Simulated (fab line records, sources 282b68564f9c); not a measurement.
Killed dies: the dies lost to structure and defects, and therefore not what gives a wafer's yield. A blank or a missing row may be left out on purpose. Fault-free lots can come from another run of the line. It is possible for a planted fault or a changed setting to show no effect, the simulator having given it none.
Comparing a struck lot with a sound one / flow rit-cmos / 21 steps out of a route of 202
Sound: wafers L584.1, L584.4, L584.5. Wafers L591.1, L591.4, L591.6 were the ones struck. Last of all comes the cause.
Order at every step that has rows: each side's tool, ch and its chambers, its first start. Under that, the readings that differ: sound wafers / struck wafers / difference of the means / sigmas: that difference in standard deviations of wafers without a fault.
alike: readings with means less than 2 such deviations apart, plus words and numbers identical on both sides. not compared: withheld readings, readings lacking a value on some wafer, bounds such as >300 that could conceal the same value, and numbers that have no deviation in the record and whose values overlap.
Wherever a step has rows on one side only, a row that says differs or no value, or a row with sigmas, the two part there. Numbers that have no deviation but don't overlap get no sigmas and don't part them. A reading that every wafer of one side lacks parts them only if that side has two wafers or more.

first, 6 steps without rows for these wafers: RIT_NLDD_HMDS_00 (prime time 60 s); RIT_NLDD_COAT_01 (resist thk 988.5 nm); RIT_NLDD_SOFTBAKE_02 (time 60 s); RIT_NLDD_EXPOSE_03 (exposes mask M7, target cd 40700 nm); RIT_NLDD_PEB_04; RIT_NLDD_DEVELOP_05 (develop time 50 s).
RIT_NLDD_OVL_MEAS_06:
  struck on overlay-01, day 4 20:32; sound on overlay-02, day 3 10:18
  alike: NLDD_OVL
then, 2 steps without rows for these wafers: RIT_NLDD_HARDBAKE_07 (time 60 s); RIT_NLDD_IMPLANT_08.
RIT_NLDD_STRIP_09: strips in O2, time 180 s.
  sound on plasma-asher-01 ch 0,1, day 3 10:39; struck on plasma-asher-02 ch 0,1, day 4 20:52
  alike: drypump-motor-current-A
  not compared: rf-hours-counter-h
RIT_NLDD_TW_MEAS_10:
  struck on film-metro-02, day 4 21:02; sound on film-metro-04, day 3 10:49
  alike: NLDD_TW
then, 1 step without rows for these wafers: RIT_PLDD_HMDS_00 (prime time 60 s).
RIT_PLDD_COAT_01: resist thk 1000 nm.
  sound on litho-track-02 ch 0, day 3 11:02; struck on litho-track-02 ch 0, day 4 21:15
reading=model.NOVOLAK_of_PLDD_COAT_01.thk-nm (nm); sound=1004 996.5 1002; struck=980.3 977.6 979.2; difference=-21.8; sigmas=
  alike: spin-speed-rpm
then, 4 steps without rows for these wafers: RIT_PLDD_SOFTBAKE_02 (time 60 s); RIT_PLDD_EXPOSE_03 (exposes mask M8, target cd 40900 nm); RIT_PLDD_PEB_04; RIT_PLDD_DEVELOP_05 (develop time 50 s).
RIT_PLDD_OVL_MEAS_06:
  struck on overlay-01, day 4 21:57; sound on overlay-01, day 3 11:52
  alike: PLDD_OVL
RIT_PLDD_HARDBAKE_07: time 60 s.
  sound on litho-track-03 ch 0, day 3 11:53; struck on litho-track-02 ch 0, day 4 21:59
reading=model.NOVOLAK_of_PLDD_COAT_01.thk-nm (nm); sound=887.1 880.8 885.3; struck=866.6 864.1 865.5; difference=-19.0; sigmas=
after that, 1 step had no rows for these wafers: RIT_PLDD_IMPLANT_08.
RIT_M1_PROBE_99:
  struck on prober-02, day 5 13:20; sound on prober-01, day 4 02:02
  alike: killed-at-front-end, killed-dies, killed-on-rim, killed-open, killed-short

## WHERE THEY PART
Nowhere in this record.

WHY: what the simulator had put in
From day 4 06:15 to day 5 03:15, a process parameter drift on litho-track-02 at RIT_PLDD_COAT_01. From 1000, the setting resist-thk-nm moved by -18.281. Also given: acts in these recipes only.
